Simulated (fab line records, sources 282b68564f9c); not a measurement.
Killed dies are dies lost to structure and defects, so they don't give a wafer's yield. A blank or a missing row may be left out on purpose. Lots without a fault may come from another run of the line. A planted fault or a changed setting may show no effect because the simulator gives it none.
Tool commonality check | flow rit_cmos | 14 lots, 42 wafers sampled

WHY IT WAS OPENED
At RIT_NRETRO_TW_MEAS_10 the reading NRETRO_TW is flagged on 2 of 14 lots. Wafers without a fault read 1048, standard deviation 8.7.
Rule: a lot is flagged when every wafer of it that has a number lies more than 4 standard deviations from that mean, or none has a number. The other lots count as sound.

lot  | measured    | on            | NRETRO_TW, wafer by wafer | flag
L421 | day 2 21:25 | film_metro-01 | 1059 1061 1062            |
L422 | day 3 01:32 | film_metro-04 | 1043 1053 1045            |
L423 | day 3 06:55 | film_metro-04 | 1042 1043 1042            |
L424 | day 3 14:58 | film_metro-03 | 1040 1038 1044            |
L425 | day 3 17:55 | film_metro-03 | 1040 1043 1040            |
L426 | day 4 01:52 | film_metro-04 | 1051 1054 1043            |
L427 | day 4 04:55 | film_metro-03 | 1038 1036 1031            |
L428 | day 4 09:08 | film_metro-04 | 1047 1049 1049            |
L430 | day 4 22:38 | film_metro-01 | 1055 1054 1055            |
L434 | day 5 18:41 | film_metro-01 | 1060 1059 1055            |
L435 | day 6 00:40 | film_metro-01 | 1065 1075 1064            |
L436 | day 6 00:55 | film_metro-01 | 1242 1237 1241            | FLAGGED
L440 | day 6 20:35 | film_metro-03 | 1210 1209 1213            | FLAGGED
L441 | day 7 00:18 | film_metro-03 | 1035 1034 1036            |
The numbers of the flagged lots are 1225 on average: +177 against the usual, or +20 standard deviations.

WHICH TOOL RAN EACH LOT
The record holds 1 process step before the reading, out of a route of 202 steps. In each cell: the tool, then ch and the chambers that the sampled wafers went through, then the start.
lot  | flag    | RIT_NRETRO_IMPLANT_08
L421 |         | implanter-01 ch 0, day 2 21:06
L422 |         | implanter-03 ch 0, day 3 01:12
L423 |         | implanter-02 ch 0, day 3 06:37
L424 |         | implanter-03 ch 0, day 3 14:39
L425 |         | implanter-03 ch 0, day 3 17:35
L426 |         | implanter-02 ch 0, day 4 01:33
L427 |         | implanter-02 ch 0, day 4 04:36
L428 |         | implanter-02 ch 0, day 4 08:49
L430 |         | implanter-01 ch 0, day 4 22:18
L434 |         | implanter-03 ch 0, day 5 18:22
L435 |         | implanter-02 ch 0, day 6 00:22
L436 | FLAGGED | implanter-01 ch 0, day 6 00:37
L440 | FLAGGED | implanter-01 ch 0, day 6 20:16
L441 |         | implanter-03 ch 0, day 6 23:59
What these steps do:
- RIT_NRETRO_IMPLANT_08
- RIT_NRETRO_TW_MEAS_10

FLAGGED OVER TOTAL, TOOL BY TOOL (the gauges that took the reading come last)
step                  | tool          | lots run | flagged | share of the flagged lots | sound lots run after its first flagged lot
RIT_NRETRO_IMPLANT_08 | implanter-01  | 4        | 2       | all                       | 0
RIT_NRETRO_IMPLANT_08 | implanter-02  | 5        | 0       | none                      | -
RIT_NRETRO_IMPLANT_08 | implanter-03  | 5        | 0       | none                      | -
RIT_NRETRO_TW_MEAS_10 | film_metro-01 | 5        | 1       | some                      | 0
RIT_NRETRO_TW_MEAS_10 | film_metro-03 | 5        | 1       | some                      | 1 (L441)
RIT_NRETRO_TW_MEAS_10 | film_metro-04 | 4        | 0       | none                      | -

WHAT THE TABLE ALLOWS
1 row of the table ran every flagged lot: implanter-01 at RIT_NRETRO_IMPLANT_08.
- implanter-01 at RIT_NRETRO_IMPLANT_08: 2 of its 4 lots flagged. Its last sound lot is L430 (day 4 22:18), its first flagged lot L436 (day 6 00:37): a fault that began between those two fits. Its own readings lie more than 4 standard deviations out on every wafer of the flagged lots: dose_ions_cm2, faraday_current_uA.
One tool is left: implanter-01 at RIT_NRETRO_IMPLANT_08.

WHAT THE SIMULATOR HAD PUT IN
Process parameter drift: implanter-01, from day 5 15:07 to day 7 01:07, at RIT_NRETRO_IMPLANT_08. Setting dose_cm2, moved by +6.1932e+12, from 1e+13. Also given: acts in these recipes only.
Lots struck among those shown: L436, L440. The rule above found the same.
